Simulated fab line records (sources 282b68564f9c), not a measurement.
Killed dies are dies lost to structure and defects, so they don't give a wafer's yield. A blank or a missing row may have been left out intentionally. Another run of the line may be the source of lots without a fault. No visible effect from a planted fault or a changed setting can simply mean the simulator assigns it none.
A struck lot beside a sound one :: flow rit-cmos :: 15 out of 202 route steps
Sound: the wafers L390.3, L390.5, L390.6. Struck: wafers L395.1, L395.2, L395.3. The cause is named last.
Order at every step that has rows: each side's tool, ch and its chambers, its first start. Under that, the readings that differ: sound wafers :: struck wafers :: difference of the means :: sigmas: that difference in standard deviations of wafers without a fault.
alike: readings with means less than 2 such deviations apart, plus words and numbers identical on both sides. not compared: withheld readings, readings lacking a value on some wafer, bounds such as >300 that could conceal the same value, and numbers that have no deviation in the record and whose values overlap.
A row with sigmas, a row that says differs or no value, or rows on one side alone: a step with any of these is where the two part. Numbers that have no deviation but don't overlap get no sigmas and don't part them. A reading missing from all wafers of one side parts the sides only when that side holds two or more wafers.

first, 5 steps without rows for these wafers: RIT_M1_COAT_04 (resist thk 1300 nm); RIT_M1_SOFTBAKE_05 (time 60 s); RIT_M1_EXPOSE_06 (exposes mask M12, target cd 2600 nm); RIT_M1_PEB_07; RIT_M1_DEVELOP_08 (develop time 68 s).
RIT_M1_CD_MEAS_09: target cd 2600 nm.
  sound on cd-sem-01, day 3 13:05; struck on cd-sem-02, day 4 11:58
  alike: cd-nm
RIT_M1_OVL_MEAS_10:
  sound on overlay-02, day 3 13:10; struck on overlay-02, day 4 12:05
  alike: M1_OVL
then, 1 step without rows for these wafers: RIT_M1_HARDBAKE_11 (time 120 s).
RIT_M1_METAL_ETCH_12: etches Al in Cl2/BCl3, stops on SiO2, time 165 s, target depth 600 nm.
  sound on rie-metal-01 ch 0,1, day 3 13:30; struck on rie-metal-02 ch 0,1, day 4 12:22
  alike: drypump-motor-current-A, oes-product-au, throttle-valve-pct
  not compared: rf-hours-counter-h
then, 1 step without rows for these wafers: RIT_M1_STRIP_13 (strips in nmp, time 600 s).
RIT_M1_STRIP_14: strips in O2, time 180 s.
  sound on plasma-asher-02 ch 0,1, day 3 13:50; struck on plasma-asher-04 ch 0,1, day 4 12:42
  alike: drypump-motor-current-A, rf-refl-power-W
  not compared: rf-hours-counter-h
RIT_M1_CD_MEAS_90: target cd 2600 nm.
  sound on cd-sem-01, day 3 14:00; struck on cd-sem-01, day 4 12:53
  alike: cd-nm
RIT_M1_ANNEAL_15: time 1800 s.
  sound on furnace-02 ch 0, day 3 14:05; struck on furnace-02 ch 0, day 4 13:00
reading: spike-tc-centre-C (C)
sound: 453.1 452.0 453.0
struck: 521.9 523.6 522.9
difference: +70.1
sigmas: +79

reading: spike-tc-load-C (C)
sound: 471.4 472.6 472.5
struck: 542.6 542.4 545.0
difference: +71.2
sigmas: +65

reading: spike-tc-source-C (C)
sound: 469.4 467.8 470.5
struck: 541.6 540.6 540.5
difference: +71.7
sigmas: +72

reading: tube-center-temp-C (C)
sound: 449.94 449.91 449.96
struck: 520.1 520.02 520.02
difference: +70.1
sigmas: +99 or more

reading: tube_center_temp_C_max
sound: 451.01 451.55 451.00
struck: 521.17 521.36 521.01
difference: +69.99
sigmas: +99 or more

reading: zone-power-centre-pct (%)
sound: 19.67 19.15 19.30
struck: 22.92 22.69 22.95
difference: +3.48
sigmas: +18

reading: zone-power-load-pct (%)
sound: 6.46 6.48 6.43
struck: 8.22 8.17 8.28
difference: +1.77
sigmas: +29

reading: zone-power-source-pct (%)
sound: 6.62 6.64 6.58
struck: 8.39 8.46 8.24
difference: +1.75
sigmas: +27
RIT_M1_BOW_MEAS_16:
  sound on film-metro-01, day 3 15:37; struck on film-metro-04, day 4 14:30
  alike: M1_BOW
RIT_M1_PROBE_99:
  sound on prober-01, day 3 15:48; struck on prober-02, day 4 14:37
reading: model.etest.tester.sort-n-pass
sound: 257 256 259
struck: 0 0 0
difference: -257
sigmas: 

reading: model.etest.tester.sort_bin_3_pct (%)
sound: 0 0 0.3788
struck: 96.97 96.97 96.21
difference: +96.59
sigmas: 

reading: model.etest.tester.sort-yield-pct (%)
sound: 97.35 96.97 98.11
struck: 0 0 0
difference: -97
sigmas: 

reading: model.etest.diode-nplus-comb.short
sound: 0 0 0
struck: 1 1 1
difference: +1
sigmas: 

reading: model.etest.pmos_0p3.over-limit
sound: 0 0 0
struck: 1 1 1
difference: +1
sigmas: 

reading: model.etest.nmos-turned.short
sound: 0 0 0
struck: 1 1 1
difference: +1
sigmas: 

reading: model.etest.nmos_0p3.over-limit
sound: 0 0 0
struck: 1 1 1
difference: +1
sigmas: 

reading: model.etest.nmos-narrow.short
sound: 0 0 0
struck: 1 1 1
difference: +1
sigmas: 
  alike: defect-limited-yield, killed-at-contacts, killed-at-front-end, killed-dies, killed-open, killed-short

WHERE THEY PART
At RIT_M1_ANNEAL_15 and nowhere else, as far as this record goes. Later steps at which nothing parts them and some readings are alike: RIT_M1_BOW_MEAS_16, RIT_M1_PROBE_99.

WHY: whatever the simulator had introduced
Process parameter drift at RIT_M1_ANNEAL_15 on furnace-02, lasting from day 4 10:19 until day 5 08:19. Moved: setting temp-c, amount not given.
